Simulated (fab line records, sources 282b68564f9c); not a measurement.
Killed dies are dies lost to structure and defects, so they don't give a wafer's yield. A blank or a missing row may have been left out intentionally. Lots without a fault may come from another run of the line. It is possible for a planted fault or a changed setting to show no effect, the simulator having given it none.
Which of the tools did it? || flow rit_cmos || Sampling: 12 lots, 36 wafers, 3 of 202 route steps

== WHAT EACH GAUGE READ, for each wafer ==
Not one reading of a measure or inspect step in the record can be checked against a usual standard deviation.

== WHAT TOOL EACH LOT RAN ON (gives the tool, then ch and the chambers of the sampled wafers, and finally the start) ==
{"lot": "L610", "RIT_ACTIVE_ETCH_13": "rie_diel-02 ch 0,3, day 1 15:55", "RIT_SILICIDE_SPUTTER_01": "pvd_sputter-01, day 3 14:33", "RIT_M1_PROBE_99": "-"}
{"lot": "L611", "RIT_ACTIVE_ETCH_13": "rie_diel-01 ch 0,1,3, day 1 22:57", "RIT_SILICIDE_SPUTTER_01": "pvd_sputter-03, day 3 21:08", "RIT_M1_PROBE_99": "prober-02, day 4 04:01"}
{"lot": "L613", "RIT_ACTIVE_ETCH_13": "rie_diel-01 ch 1,2,3, day 2 07:48", "RIT_SILICIDE_SPUTTER_01": "pvd_sputter-03, day 4 05:27", "RIT_M1_PROBE_99": "-"}
{"lot": "L615", "RIT_ACTIVE_ETCH_13": "rie_diel-01 ch 1,2,3, day 2 17:14", "RIT_SILICIDE_SPUTTER_01": "pvd_sputter-03, day 4 13:40", "RIT_M1_PROBE_99": "-"}
{"lot": "L616", "RIT_ACTIVE_ETCH_13": "rie_diel-03 ch 0,1,3, day 2 23:21", "RIT_SILICIDE_SPUTTER_01": "pvd_sputter-01, day 4 16:50", "RIT_M1_PROBE_99": "-"}
{"lot": "L620", "RIT_ACTIVE_ETCH_13": "rie_diel-01 ch 0,1, day 3 16:59", "RIT_SILICIDE_SPUTTER_01": "pvd_sputter-04, day 5 11:52", "RIT_M1_PROBE_99": "prober-02, day 5 19:04"}
{"lot": "L623", "RIT_ACTIVE_ETCH_13": "rie_diel-03 ch 0,2, day 4 08:42", "RIT_SILICIDE_SPUTTER_01": "pvd_sputter-03, day 6 01:38", "RIT_M1_PROBE_99": "prober-01, day 6 08:26"}
{"lot": "L625", "RIT_ACTIVE_ETCH_13": "rie_diel-03 ch 0,1,3, day 4 17:43", "RIT_SILICIDE_SPUTTER_01": "pvd_sputter-03, day 6 14:08", "RIT_M1_PROBE_99": "-"}
{"lot": "L626", "RIT_ACTIVE_ETCH_13": "rie_diel-03 ch 0,2,3, day 4 22:51", "RIT_SILICIDE_SPUTTER_01": "pvd_sputter-01, day 6 22:01", "RIT_M1_PROBE_99": "prober-01, day 7 05:10"}
{"lot": "L631", "RIT_ACTIVE_ETCH_13": "rie_diel-02 ch 0,1,3, day 6 03:05", "RIT_SILICIDE_SPUTTER_01": "pvd_sputter-03, day 7 19:02", "RIT_M1_PROBE_99": "-"}
{"lot": "L632", "RIT_ACTIVE_ETCH_13": "rie_diel-02 ch 1,2, day 6 05:26", "RIT_SILICIDE_SPUTTER_01": "pvd_sputter-01, day 7 23:56", "RIT_M1_PROBE_99": "prober-01, day 8 06:50"}
{"lot": "L633", "RIT_ACTIVE_ETCH_13": "rie_diel-01 ch 1,2,3, day 6 10:56", "RIT_SILICIDE_SPUTTER_01": "pvd_sputter-03, day 8 06:25", "RIT_M1_PROBE_99": "-"}
- RIT_ACTIVE_ETCH_13: etches Si3N4 in SF6, stops on SiO2, time 210 s, target depth 210 nm.
- RIT_SILICIDE_SPUTTER_01: material Ti, target thk 30 nm, time 240 s.
- RIT_M1_PROBE_99

== AS READ BY THE TOOLS THEMSELVES (means over the sampled wafers that have a number; for cases with no such wafer, the mark the record gives instead) ==
RIT_ACTIVE_ETCH_13.
{"lot": "L610", "tool": "rie_diel-02", "drypump_motor_current_A (A)": 5.9, "oes_product_au (a.u.)": 0.799, "run_length_s (s)": 238.4, "throttle_valve_pct (%)": 7.68}
{"lot": "L611", "tool": "rie_diel-01", "drypump_motor_current_A (A)": 5.3, "oes_product_au (a.u.)": 0.821, "run_length_s (s)": 238.4, "throttle_valve_pct (%)": 7.47}
{"lot": "L613", "tool": "rie_diel-01", "drypump_motor_current_A (A)": 5.2, "oes_product_au (a.u.)": 0.817, "run_length_s (s)": 238.2, "throttle_valve_pct (%)": 7.49}
{"lot": "L615", "tool": "rie_diel-01", "drypump_motor_current_A (A)": 5.2, "oes_product_au (a.u.)": 0.844, "run_length_s (s)": 231.4, "throttle_valve_pct (%)": 7.50}
{"lot": "L616", "tool": "rie_diel-03", "drypump_motor_current_A (A)": 5.5, "oes_product_au (a.u.)": 0.815, "run_length_s (s)": 238.4, "throttle_valve_pct (%)": 7.47}
{"lot": "L620", "tool": "rie_diel-01", "drypump_motor_current_A (A)": 5.3, "oes_product_au (a.u.)": 0.870, "run_length_s (s)": 231.4, "throttle_valve_pct (%)": 7.47}
{"lot": "L623", "tool": "rie_diel-03", "drypump_motor_current_A (A)": 5.5, "oes_product_au (a.u.)": 0.816, "run_length_s (s)": 238.4, "throttle_valve_pct (%)": 7.51}
{"lot": "L625", "tool": "rie_diel-03", "drypump_motor_current_A (A)": 5.5, "oes_product_au (a.u.)": 0.814, "run_length_s (s)": 238.3, "throttle_valve_pct (%)": 7.47}
{"lot": "L626", "tool": "rie_diel-03", "drypump_motor_current_A (A)": 5.2, "oes_product_au (a.u.)": 0.812, "run_length_s (s)": 238.2, "throttle_valve_pct (%)": 7.48}
{"lot": "L631", "tool": "rie_diel-02", "drypump_motor_current_A (A)": 6.0, "oes_product_au (a.u.)": 0.806, "run_length_s (s)": 238.5, "throttle_valve_pct (%)": 7.59}
{"lot": "L632", "tool": "rie_diel-02", "drypump_motor_current_A (A)": 6.1, "oes_product_au (a.u.)": 0.807, "run_length_s (s)": 238.1, "throttle_valve_pct (%)": 7.44}
{"lot": "L633", "tool": "rie_diel-01", "drypump_motor_current_A (A)": 5.2, "oes_product_au (a.u.)": 0.810, "run_length_s (s)": 237.9, "throttle_valve_pct (%)": 7.50}

RIT_SILICIDE_SPUTTER_01.
{"lot": "L610", "tool": "pvd_sputter-01", "throttle_valve_pct (%)": 29.3}
{"lot": "L611", "tool": "pvd_sputter-03", "throttle_valve_pct (%)": 29.8}
{"lot": "L613", "tool": "pvd_sputter-03", "throttle_valve_pct (%)": 29.9}
{"lot": "L615", "tool": "pvd_sputter-03", "throttle_valve_pct (%)": 29.9}
{"lot": "L616", "tool": "pvd_sputter-01", "throttle_valve_pct (%)": 30.4}
{"lot": "L620", "tool": "pvd_sputter-04", "throttle_valve_pct (%)": 29.9}
{"lot": "L623", "tool": "pvd_sputter-03", "throttle_valve_pct (%)": 29.3}
{"lot": "L625", "tool": "pvd_sputter-03", "throttle_valve_pct (%)": 29.4}
{"lot": "L626", "tool": "pvd_sputter-01", "throttle_valve_pct (%)": 30.5}
{"lot": "L631", "tool": "pvd_sputter-03", "throttle_valve_pct (%)": 29.6}
{"lot": "L632", "tool": "pvd_sputter-01", "throttle_valve_pct (%)": 30.6}
{"lot": "L633", "tool": "pvd_sputter-03", "throttle_valve_pct (%)": 29.7}

RIT_M1_PROBE_99.
{"lot": "L611", "tool": "prober-02", "killed_at_contacts": 0.0, "killed_at_front_end": 11.7, "killed_dies": 11.7, "killed_open": 6.7, "killed_short": 5.0}
{"lot": "L620", "tool": "prober-02", "killed_at_contacts": 0.3, "killed_at_front_end": 7.3, "killed_dies": 7.7, "killed_open": 4.0, "killed_short": 3.7}
{"lot": "L623", "tool": "prober-01", "killed_at_contacts": 0.3, "killed_at_front_end": 5.3, "killed_dies": 5.7, "killed_open": 2.7, "killed_short": 3.0}
{"lot": "L626", "tool": "prober-01", "killed_at_contacts": 0.0, "killed_at_front_end": 5.5, "killed_dies": 5.5, "killed_open": 2.5, "killed_short": 3.0}
{"lot": "L632", "tool": "prober-01", "killed_at_contacts": 0.0, "killed_at_front_end": 8.0, "killed_dies": 8.0, "killed_open": 4.0, "killed_short": 4.0}

== THE ANSWER, worked out from the rows above alone ==
Rule: the lots themselves supply what counts as usual. Put in order of their means at a reading, lots are off if they are a third of the lots or fewer, leave a main group of 4 or more, and stand apart from it by a gap of 3 or more times the standard deviation of the main group's means; of several such gaps the widest counts. Not used: any main group whose means are identical at the precision the tables above print for the reading. A lot without any number at a reading at which 4 lots or more have one is off too. Where the step has rows for the other lots, those lots are counted as sound. First the gauges in route order, then the tools' own readings, where a lot's mean is used as printed above. At the first step where some lot is off, the reading lying furthest off is the one used; lots without a number count as furthest.
Off at RIT_ACTIVE_ETCH_13 (run_length_s): L615, L620. The main group: mean 238.3 s, standard deviation 0.17.
A tool fits if, at that step or a process step before it, it ran every lot that is off, and no sound lot after the first of them. Not one of the candidates tried fits.

== WHAT HAD BEEN PUT IN BY THE SIMULATOR ==
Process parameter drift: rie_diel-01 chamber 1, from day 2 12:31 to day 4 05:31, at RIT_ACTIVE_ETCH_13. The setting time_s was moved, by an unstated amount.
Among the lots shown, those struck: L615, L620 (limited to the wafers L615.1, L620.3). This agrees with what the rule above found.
